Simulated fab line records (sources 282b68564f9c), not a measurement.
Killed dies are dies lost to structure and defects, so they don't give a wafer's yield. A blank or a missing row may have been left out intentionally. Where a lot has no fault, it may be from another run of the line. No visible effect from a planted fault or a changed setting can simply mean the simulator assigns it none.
fab line records + flow rit_cmos
record:
- lots: 15
- wafers: 45
- last_day: 8
route steps=202 shown NRETRO@62 NSD@134 CONTACT@176
lots with no fault: from the same line, run without faults
start_h: the number of hours between the record's first day and the start of the first shown wafer of the lot + wait_h: hours elapsed since this lot's preceding step + " repeats the value in the row above + L1.1+2: a row that stands for several wafers + - no value, or no start was given + * or withheld: withheld + < > ~ a bound
route shown NAME@n: NAME is a module with steps in the file, n the number in the route of the first one + usual: mean/standard deviation of fault-free wafers + same: alike in all rows + chamber/n: place in a boat + sites: readings site by site + _std_site: standard deviation of those values + _edge_site: mean of outer sites minus mean of inner sites + radius_mm: for every site, how far away it sits from the centre of the wafer + mask NAME#n: copy n + behind: the tool/chamber that last shaped the wafer + hold: why the lot was held/for how many hours/how that ended + device: names the non-switching transistor (n, p or np) + end of line: the same wafers' tests at the end of the route + for a step that has no rows: nothing shown but its recipe + killed: not the wafer's yield, but the dies lost to structure and defects at the first sort + map: per-die view of a wafer (x killed, . not killed, _ where there is no die)
set.NAME: the setting that was run; set.NAME@STEP: the one run at that earlier step + model.NAME: the simulator's own value behind a step, which no gauge read
steps of the route over a sample of lots; a table a step, a row a wafer
services: when a tool's chamber went out of use (start_h, in hours from the record's first day, below 0 if earlier), for how many hours, and the reason
== steps ==
step: RIT_NRETRO_STRIP_09
recipe:
- chemistry: O2
- time_s: 180
- resist: NOVOLAK
- platen_temp_c: withheld
- power_w: 500
- pressure_mtorr: 4000
- o2_flow_sccm: 4000
usual:
- drypump_motor_current_A: 5.7/0.33
- o2_flow_sccm: 4000/12
| lot.wafer | tool            | chamber | start_h | wait_h | drypump_motor_current_A | o2_flow_sccm | rf_hours_counter_h |
|-----------|-----------------|---------|---------|--------|-------------------------|--------------|--------------------|
| L521.1    | plasma_asher-02 | 0       | 47.78   | 0.1    | 6.3                     | 4001         | 41                 |
| L521.2    | "               | 1       | "       | "      | 5.7                     | 4004         | 41                 |
| L521.3    | "               | 0       | "       | "      | 6.3                     | 3990         | -                  |
| L522.2    | plasma_asher-04 | 0       | 50.39   | 0.1    | 5.3                     | 4000         | 36                 |
| L522.3    | "               | 0       | "       | "      | 5.3                     | 3988         | -                  |
| L522.5    | "               | 1       | "       | "      | 5.7                     | 3995         | -                  |
| L523.1    | plasma_asher-02 | 0       | 58.28   | 0.1    | 6.3                     | 4010         | 42                 |
| L523.3    | "               | 1       | "       | "      | 5.7                     | 4004         | -                  |
| L523.6    | "               | 0       | "       | "      | 6.3                     | 3988         | -                  |
| L525.1    | plasma_asher-02 | 0       | 65.21   | 0.1    | 6.3                     | 4002         | 43                 |
| L525.4    | "               | 0       | "       | "      | 6.3                     | 4008         | -                  |
| L525.6    | "               | 1       | "       | "      | 5.7                     | 3973         | -                  |
| L528.1    | plasma_asher-02 | 0       | 80.47   | 0.1    | 6.3                     | 3995         | 44                 |
| L528.2    | "               | 1       | "       | "      | 5.7                     | 3995         | 44                 |
| L528.4    | "               | 1       | "       | "      | 5.7                     | 3987         | -                  |
| L529.1    | plasma_asher-03 | 1       | 86.39   | 0.1    | 5.3                     | 3995         | 46                 |
| L529.2    | "               | 0       | "       | "      | 5.8                     | 4007         | 46                 |
| L529.5    | "               | 1       | "       | "      | 5.3                     | 4002         | -                  |
| L530.1    | plasma_asher-03 | 1       | 89.13   | 0.1    | 5.4                     | 3998         | 47                 |
| L530.4    | "               | 1       | "       | "      | 5.4                     | 4001         | -                  |
| L530.6    | "               | 1       | "       | "      | 5.3                     | 4016         | -                  |
| L532.3    | plasma_asher-03 | 0       | 98.76   | 0.1    | 5.8                     | 3994         | -                  |
| L532.5    | "               | 1       | "       | "      | 5.3                     | 4007         | -                  |
| L532.6    | "               | 0       | "       | "      | 5.8                     | 4000         | -                  |
| L536.4    | plasma_asher-04 | 0       | 120.61  | 0.1    | 5.3                     | 3994         | -                  |
| L536.5    | "               | 1       | "       | "      | 5.7                     | 3997         | -                  |
| L536.6    | "               | 0       | "       | "      | 5.3                     | 3989         | -                  |
| L537.1    | plasma_asher-03 | 1       | 122.27  | 0.1    | 5.3                     | 4004         | 51                 |
| L537.2    | "               | 0       | "       | "      | 5.8                     | 4002         | 51                 |
| L537.5    | "               | 0       | "       | "      | 5.8                     | 4005         | -                  |
| L538.1    | plasma_asher-04 | 0       | 126.08  | 0.1    | 5.3                     | 3996         | 1                  |
| L538.4    | "               | 1       | "       | "      | 5.7                     | 4028         | -                  |
| L538.5    | "               | 1       | "       | "      | 5.7                     | 4025         | -                  |
| L539.3    | plasma_asher-03 | 0       | 133.20  | 0.1    | 5.8                     | 4013         | -                  |
| L539.4    | "               | 1       | "       | "      | 5.3                     | 4004         | -                  |
| L539.6    | "               | 1       | "       | "      | 5.3                     | 3978         | -                  |
| L540.1    | plasma_asher-04 | 1       | 137.98  | 0.1    | 5.7                     | 4015         | 2                  |
| L540.5    | "               | 0       | "       | "      | 5.3                     | 4004         | -                  |
| L540.6    | "               | 1       | "       | "      | 5.7                     | 4013         | -                  |
| L541.3    | plasma_asher-04 | 1       | 143.23  | 0.1    | 5.7                     | 4013         | -                  |
| L541.4    | "               | 0       | "       | "      | 5.3                     | 4023         | -                  |
| L541.6    | "               | 0       | "       | "      | 5.3                     | 3996         | -                  |
| L542.2    | plasma_asher-02 | 0       | 148.13  | 0.1    | 6.2                     | 4008         | 52                 |
| L542.4    | "               | 1       | "       | "      | 5.7                     | 3997         | -                  |
| L542.5    | "               | 1       | "       | "      | 5.7                     | 3998         | -                  |
step: RIT_NSD_EXPOSE_03
recipe:
- mask_id: M9
- na: 0.57
- target_cd_nm: 40700
- dose_mj: 250
usual:
- exposure_dose_mJ_cm2: 249.94/0.27
- focus_offset_nm: -0.1/0.52
| lot.wafer | tool             | chamber | start_h | wait_h | mask | exposure_dose_mJ_cm2 | focus_offset_nm |
|-----------|------------------|---------|---------|--------|------|----------------------|-----------------|
| L521.1    | iline_stepper-01 | 0       | 67.22   | 0.1    | M9#0 | 249.93               | -0.7            |
| L521.2    | "                | 0       | "       | "      | M9#0 | 250.12               | -0.9            |
| L521.3    | "                | 0       | "       | "      | M9#0 | 249.51               | 0.0             |
| L522.2    | iline_stepper-02 | 0       | 73.12   | 0.2    | M9#0 | 250.30               | -0.3            |
| L522.3    | "                | 0       | "       | "      | M9#0 | 249.96               | -0.4            |
| L522.5    | "                | 0       | "       | "      | M9#0 | 249.91               | 0.1             |
| L523.1    | iline_stepper-02 | 0       | 79.67   | 0.1    | M9#0 | 249.65               | -0.1            |
| L523.3    | "                | 0       | "       | "      | M9#0 | 249.89               | -0.3            |
| L523.6    | "                | 0       | "       | "      | M9#0 | 249.50               | -0.2            |
| L525.1    | iline_stepper-01 | 0       | 86.07   | 0.1    | M9#0 | 250.30               | -0.4            |
| L525.4    | "                | 0       | "       | "      | M9#0 | 250.11               | 0.0             |
| L525.6    | "                | 0       | "       | "      | M9#0 | 250.75               | 0.2             |
| L528.1    | iline_stepper-02 | -       | 99.29   | 0.1    | M9#0 | -                    | -               |
| L528.2    | "                | -       | "       | "      | M9#0 | -                    | -               |
| L528.4    | "                | -       | "       | "      | M9#0 | -                    | -               |
| L529.1    | iline_stepper-01 | -       | 103.26  | 0.2    | M9#0 | -                    | -               |
| L529.2    | "                | -       | "       | "      | M9#0 | -                    | -               |
| L529.5    | "                | -       | "       | "      | M9#0 | -                    | -               |
| L530.1    | iline_stepper-01 | -       | 108.12  | 0.3    | M9#0 | -                    | -               |
| L530.4    | "                | -       | "       | "      | M9#0 | -                    | -               |
| L530.6    | "                | -       | "       | "      | M9#0 | -                    | -               |
| L532.3    | iline_stepper-01 | 0       | 117.22  | 0.2    | M9#0 | 249.74               | -0.8            |
| L532.5    | "                | 0       | "       | "      | M9#0 | 249.71               | -0.8            |
| L532.6    | "                | 0       | "       | "      | M9#0 | 249.37               | -0.4            |
| L536.4    | iline_stepper-02 | 0       | 138.19  | 0.2    | M9#0 | 250.23               | -0.6            |
| L536.5    | "                | 0       | "       | "      | M9#0 | 249.92               | -0.1            |
| L536.6    | "                | 0       | "       | "      | M9#0 | 249.90               | -1.0            |
| L537.1    | iline_stepper-02 | 0       | 142.85  | 0.1    | M9#0 | 250.26               | -1.2            |
| L537.2    | "                | 0       | "       | "      | M9#0 | 250.12               | -1.1            |
| L537.5    | "                | 0       | "       | "      | M9#0 | 250.24               | -0.9            |
| L538.1    | iline_stepper-01 | 0       | 144.20  | 0.2    | M9#0 | 249.94               | 0.9             |
| L538.4    | "                | 0       | "       | "      | M9#0 | 250.41               | 0.8             |
| L538.5    | "                | 0       | "       | "      | M9#0 | 250.24               | 1.0             |
| L539.3    | iline_stepper-02 | 0       | 151.03  | 0.2    | M9#0 | 249.45               | -1.0            |
| L539.4    | "                | 0       | "       | "      | M9#0 | 249.67               | -0.6            |
| L539.6    | "                | 0       | "       | "      | M9#0 | 249.66               | -1.3            |
| L540.1    | iline_stepper-01 | 0       | 158.14  | 0.2    | M9#0 | 249.64               | 0.9             |
| L540.5    | "                | 0       | "       | "      | M9#0 | 250.29               | 0.3             |
| L540.6    | "                | 0       | "       | "      | M9#0 | 249.73               | 0.4             |
| L541.3    | iline_stepper-01 | 0       | 164.84  | 0.1    | M9#0 | 250.12               | 0.2             |
| L541.4    | "                | 0       | "       | "      | M9#0 | 249.66               | 0.8             |
| L541.6    | "                | 0       | "       | "      | M9#0 | 249.99               | -0.1            |
| L542.2    | iline_stepper-01 | 0       | 171.96  | 0.1    | M9#0 | 250.14               | 0.1             |
| L542.4    | "                | 0       | "       | "      | M9#0 | 249.74               | 0.3             |
| L542.5    | "                | 0       | "       | "      | M9#0 | 250.00               | 0.0             |
step: RIT_CONTACT_CD_MEAS_08
recipe:
- target_cd_nm: 1000
usual:
- cd_nm: 1000.3/2
| lot.wafer | tool      | chamber | start_h | wait_h | cd_nm  |
|-----------|-----------|---------|---------|--------|--------|
| L521.1    | cd_sem-01 | -       | 72.28   | -      | 999.8  |
| L521.2    | "         | -       | "       | "      | 1001.1 |
| L521.3    | "         | -       | "       | "      | 1001.8 |
| L522.2    | cd_sem-01 | -       | 78.41   | -      | 1001.7 |
| L522.3    | "         | -       | "       | "      | 1002.5 |
| L522.5    | "         | -       | "       | "      | 1001.3 |
| L523.1    | cd_sem-01 | -       | 85.18   | -      | 998.4  |
| L523.3    | "         | -       | "       | "      | 1000.3 |
| L523.6    | "         | -       | "       | "      | 998.7  |
| L525.1    | cd_sem-01 | -       | 91.65   | -      | 1000.6 |
| L525.4    | "         | -       | "       | "      | 998.0  |
| L525.6    | "         | -       | "       | "      | 1001.6 |
| L528.1    | cd_sem-01 | -       | 104.28  | -      | 1000.9 |
| L528.2    | "         | -       | "       | "      | 1001.3 |
| L528.4    | "         | -       | "       | "      | 1003.5 |
| L529.1    | cd_sem-01 | -       | 108.40  | -      | 996.6  |
| L529.2    | "         | -       | "       | "      | 998.7  |
| L529.5    | "         | -       | "       | "      | 998.8  |
| L530.1    | cd_sem-01 | -       | 113.21  | -      | 997.7  |
| L530.4    | "         | -       | "       | "      | 997.3  |
| L530.6    | "         | -       | "       | "      | 999.0  |
| L532.3    | cd_sem-01 | -       | 122.21  | -      | 999.6  |
| L532.5    | "         | -       | "       | "      | 998.6  |
| L532.6    | "         | -       | "       | "      | 995.4  |
| L536.4    | cd_sem-01 | -       | 143.38  | -      | 999.2  |
| L536.5    | "         | -       | "       | "      | 997.6  |
| L536.6    | "         | -       | "       | "      | 1001.4 |
| L537.1    | cd_sem-01 | -       | 147.84  | -      | 998.1  |
| L537.2    | "         | -       | "       | "      | 996.6  |
| L537.5    | "         | -       | "       | "      | 997.6  |
| L538.1    | cd_sem-01 | -       | 149.26  | -      | 1001.2 |
| L538.4    | "         | -       | "       | "      | 1000.5 |
| L538.5    | "         | -       | "       | "      | 1001.6 |
| L539.3    | cd_sem-01 | -       | 156.31  | -      | 1000.6 |
| L539.4    | "         | -       | "       | "      | 1001.2 |
| L539.6    | "         | -       | "       | "      | 1001.0 |
| L540.1    | cd_sem-02 | -       | 163.31  | -      | 997.9  |
| L540.5    | "         | -       | "       | "      | 999.2  |
| L540.6    | "         | -       | "       | "      | 1000.5 |
| L541.3    | cd_sem-02 | -       | 169.91  | -      | 1000.6 |
| L541.4    | "         | -       | "       | "      | 1001.4 |
| L541.6    | "         | -       | "       | "      | 1002.5 |
| L542.2    | cd_sem-02 | -       | 177.15  | -      | 1002.3 |
| L542.4    | "         | -       | "       | "      | 1002.9 |
| L542.5    | "         | -       | "       | "      | 1004.6 |
step: RIT_CONTACT_CD_MEAS_90
recipe:
- target_cd_nm: 1000
usual:
- cd_nm: 1000.3/2
| lot.wafer | tool      | chamber | start_h | wait_h | cd_nm  |
|-----------|-----------|---------|---------|--------|--------|
| L521.1    | cd_sem-01 | -       | 72.96   | 0.1    | 999.9  |
| L521.2    | "         | -       | "       | "      | 1001.1 |
| L521.3    | "         | -       | "       | "      | 1001.6 |
| L522.2    | cd_sem-02 | -       | 79.08   | 0.1    | 1002.1 |
| L522.3    | "         | -       | "       | "      | 1002.2 |
| L522.5    | "         | -       | "       | "      | 1001.5 |
| L523.1    | cd_sem-02 | -       | 85.85   | 0.1    | 998.4  |
| L523.3    | "         | -       | "       | "      | 1000.1 |
| L523.6    | "         | -       | "       | "      | 999.5  |
| L525.1    | cd_sem-02 | -       | 92.32   | 0.1    | 1000.8 |
| L525.4    | "         | -       | "       | "      | 998.0  |
| L525.6    | "         | -       | "       | "      | 1001.4 |
| L528.1    | cd_sem-02 | -       | 104.96  | 0.1    | 1000.6 |
| L528.2    | "         | -       | "       | "      | 1000.7 |
| L528.4    | "         | -       | "       | "      | 1002.9 |
| L529.1    | cd_sem-02 | -       | 109.10  | 0.1    | 996.4  |
| L529.2    | "         | -       | "       | "      | 998.7  |
| L529.5    | "         | -       | "       | "      | 998.9  |
| L530.1    | cd_sem-02 | -       | 114.01  | 0.1    | 997.4  |
| L530.4    | "         | -       | "       | "      | 997.0  |
| L530.6    | "         | -       | "       | "      | 998.9  |
| L532.3    | cd_sem-01 | -       | 122.88  | 0.1    | 999.4  |
| L532.5    | "         | -       | "       | "      | 998.9  |
| L532.6    | "         | -       | "       | "      | 995.5  |
| L536.4    | cd_sem-02 | -       | 144.06  | 0.1    | 999.1  |
| L536.5    | "         | -       | "       | "      | 997.9  |
| L536.6    | "         | -       | "       | "      | 1000.9 |
| L537.1    | cd_sem-02 | -       | 148.52  | 0.1    | 998.1  |
| L537.2    | "         | -       | "       | "      | 996.3  |
| L537.5    | "         | -       | "       | "      | 998.1  |
| L538.1    | cd_sem-01 | -       | 149.94  | 0.1    | 1001.5 |
| L538.4    | "         | -       | "       | "      | 1000.7 |
| L538.5    | "         | -       | "       | "      | 1001.5 |
| L539.3    | cd_sem-02 | -       | 156.99  | 0.1    | 1000.7 |
| L539.4    | "         | -       | "       | "      | 1001.6 |
| L539.6    | "         | -       | "       | "      | 1001.2 |
| L540.1    | cd_sem-02 | -       | 163.98  | 0.1    | 998.4  |
| L540.5    | "         | -       | "       | "      | 999.7  |
| L540.6    | "         | -       | "       | "      | 1000.9 |
| L541.3    | cd_sem-02 | -       | 170.58  | 0.1    | 1000.5 |
| L541.4    | "         | -       | "       | "      | 1001.7 |
| L541.6    | "         | -       | "       | "      | 1002.0 |
| L542.2    | cd_sem-02 | -       | 177.90  | 0.1    | 1003.2 |
| L542.4    | "         | -       | "       | "      | 1002.8 |
| L542.5    | "         | -       | "       | "      | 1005.2 |
== services ==
| tool             | chamber | start_h | hours | kind        |
|------------------|---------|---------|-------|-------------|
| iline_stepper-01 | -       | 24.70   | 0.9   | repair      |
| iline_stepper-01 | -       | 31.11   | 7.6   | repair      |
| plasma_asher-04  | -       | 62.61   | 0.7   | repair      |
| iline_stepper-01 | -       | 74.33   | 4.2   | repair      |
| plasma_asher-04  | -       | 91.79   | 1.4   | repair      |
| iline_stepper-02 | 0       | 97.48   | -     | calibration |
| plasma_asher-04  | -       | 99.32   | 2.8   | repair      |
| iline_stepper-02 | -       | 101.08  | 8.2   | repair      |
| plasma_asher-04  | -       | 108.75  | 9.0   | pm          |
| plasma_asher-04  | 0       | 108.75  | 9.0   | vent_cycle  |
| plasma_asher-04  | 1       | 108.75  | 9.0   | vent_cycle  |
| plasma_asher-04  | 0       | 117.75  | -     | clean       |
| plasma_asher-04  | 1       | 117.75  | -     | clean       |
| plasma_asher-03  | -       | 141.43  | 21.0  | repair      |
| iline_stepper-01 | -       | 150.93  | 1.3   | repair      |
| iline_stepper-01 | -       | 155.15  | 1.7   | pm          |
| iline_stepper-02 | -       | 159.23  | 11.4  | repair      |
| plasma_asher-04  | -       | 167.71  | 2.4   | repair      |
== key ==
first_sign:
- step: RIT_NSD_EXPOSE_03
- reading: tool_record
- direction: missing
effect none on later readings
met_at RIT_NSD_EXPOSE_03
struck_lots L528,L529,L530
sort_left_out L528.1,L528.2,L528.4,L529.1,L529.2,L529.5,L530.1,L530.4,L530.6
tester_left_out L528,L529,L530
not_acting_at RIT_NRETRO_STRIP_09,RIT_CONTACT_CD_MEAS_08,RIT_CONTACT_CD_MEAS_90
onset_between 86.07 99.29
fault:
- kind: skipped_step_whole
- tool: iline_stepper-01,iline_stepper-02
- chamber: -
- onset_h: 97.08
- steps: RIT_NSD_EXPOSE_03
- scope: struck_lots_only
tester_left_out: of these lots the tester's yield and bins aren't shown, on N5 and GAA mostly nor the transistor test; their killed dies are dies lost to structure and defects alone, not to doping, threshold or leakage, so they don't give the yield
sort_left_out: the simulated sort isn't trusted on such a fault, so these wafers' sort isn't shown, and their yield isn't known
